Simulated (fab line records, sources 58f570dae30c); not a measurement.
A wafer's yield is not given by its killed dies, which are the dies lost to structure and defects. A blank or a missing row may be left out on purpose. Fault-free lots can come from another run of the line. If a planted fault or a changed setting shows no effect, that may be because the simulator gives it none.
Check of tool commonality + flow berkeley cmos170 + 14 lots and 42 wafers in the sample

== WHY THIS WAS OPENED ==
Of 14 lots, 2 have the reading PWELL_NITRIDE_THK flagged at UCB170_PWELL_THK_MEAS_06. Fault-free wafers read 219.6 nm, with a standard deviation of 1.6.
Rule: a lot is flagged when every wafer of it that has a number lies more than 4 standard deviations from that mean, or none has a number. All remaining lots are regarded as sound.

| lot  | measured    | on            | PWELL_NITRIDE_THK (nm), wafer by wafer | flag    |
|------|-------------|---------------|----------------------------------------|---------|
| L752 | day 3 09:32 | film metro-02 | 217.6 217.4 220.1                      |         |
| L753 | day 3 16:13 | film metro-02 | 217.4 216.9 217.7                      |         |
| L754 | day 3 16:13 | film metro-01 | 218.1 219.8 221.6                      |         |
| L755 | day 3 16:14 | film metro-03 | 221.3 223.1 220.5                      |         |
| L756 | day 4 05:57 | film metro-03 | 221.0 219.3 219.9                      |         |
| L757 | day 4 12:07 | film metro-02 | 219.2 221.4 220.7                      |         |
| L761 | day 5 11:05 | film metro-01 | 219.2 217.0 219.3                      |         |
| L762 | day 5 11:05 | film metro-02 | 222.6 221.2 220.2                      |         |
| L767 | day 6 15:47 | film metro-01 | 246.7 247.1 247.3                      | FLAGGED |
| L768 | day 6 15:49 | film metro-02 | 248.4 247.8 247.3                      | FLAGGED |
| L770 | day 7 12:32 | film metro-01 | 217.9 217.6 217.1                      |         |
| L773 | day 7 17:20 | film metro-03 | 219.8 219.4 219.1                      |         |
| L772 | day 7 17:21 | film metro-02 | 216.6 218.7 217.5                      |         |
| L774 | day 7 17:23 | film metro-03 | 218.2 219.7 219.0                      |         |
The numbers of the flagged lots are 247.4 nm on average: +27.8 nm against the usual, or +17 standard deviations.

== EACH LOT AND THE TOOL IT RAN ON ==
The record keeps 1 process step preceding the reading, out of 331 steps on the route. Read each cell as the tool, then ch plus the chambers that the sampled wafers visited, then the start.
| lot  | flag    | UCB170_PWELL_CVD_05        |
|------|---------|----------------------------|
| L752 |         | lpcvd-02 ch 1, day 3 07:37 |
| L753 |         | lpcvd-02 ch 1, day 3 14:17 |
| L754 |         | lpcvd-02 ch 0, day 3 14:17 |
| L755 |         | lpcvd-02 ch 1, day 3 14:17 |
| L756 |         | lpcvd-01 ch 0, day 4 04:02 |
| L757 |         | lpcvd-02 ch 0, day 4 10:12 |
| L761 |         | lpcvd-01 ch 0, day 5 09:08 |
| L762 |         | lpcvd-01 ch 0, day 5 09:08 |
| L767 | FLAGGED | lpcvd-01 ch 0, day 6 13:53 |
| L768 | FLAGGED | lpcvd-01 ch 1, day 6 13:53 |
| L770 |         | lpcvd-02 ch 0, day 7 10:37 |
| L773 |         | lpcvd-02 ch 1, day 7 15:25 |
| L772 |         | lpcvd-02 ch 1, day 7 15:25 |
| L774 |         | lpcvd-02 ch 1, day 7 15:25 |
What the steps here do:
- UCB170_PWELL_CVD_05: deposits Si3N4 from SiH2Cl2/NH3, target thk 220 nm, time 3300 s.
- UCB170_PWELL_THK_MEAS_06

== FLAGGED OVER TOTAL, TOOL BY TOOL (the gauges that took the reading come last) ==
| step                     | tool          | lots run | flagged | share of the flagged lots | sound lots run after its first flagged lot |
|--------------------------|---------------|----------|---------|---------------------------|--------------------------------------------|
| UCB170_PWELL_CVD_05      | lpcvd-01      | 5        | 2       | all                       | 0                                          |
| UCB170_PWELL_CVD_05      | lpcvd-02      | 9        | 0       | none                      | -                                          |
| UCB170_PWELL_THK_MEAS_06 | film metro-01 | 4        | 1       | some                      | 1 (L770)                                   |
| UCB170_PWELL_THK_MEAS_06 | film metro-02 | 6        | 1       | some                      | 1 (L772)                                   |
| UCB170_PWELL_THK_MEAS_06 | film metro-03 | 4        | 0       | none                      | -                                          |

== THE TABLE: WHAT IT ALLOWS ==
1 row of the table ran every flagged lot: lpcvd-01 at UCB170_PWELL_CVD_05.
- lpcvd-01 at UCB170_PWELL_CVD_05: 2 of its 5 lots flagged. Its last sound lot is L761 (day 5 09:08), its first flagged lot L767 (day 6 13:53): a fault that began between those two fits. Its own readings lie more than 4 standard deviations out on every wafer of the flagged lots: sih2cl2 flow sccm.
Just one tool remains: lpcvd-01 at UCB170_PWELL_CVD_05.

== WHAT THE SIMULATOR PUT IN ==
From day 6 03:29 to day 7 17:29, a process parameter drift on lpcvd-01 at UCB170_PWELL_CVD_05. The setting sih2cl2 flow sccm was moved by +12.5, starting from 25. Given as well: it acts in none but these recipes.
Shown lots that were struck: L767, L768. The rule above reached the same finding.
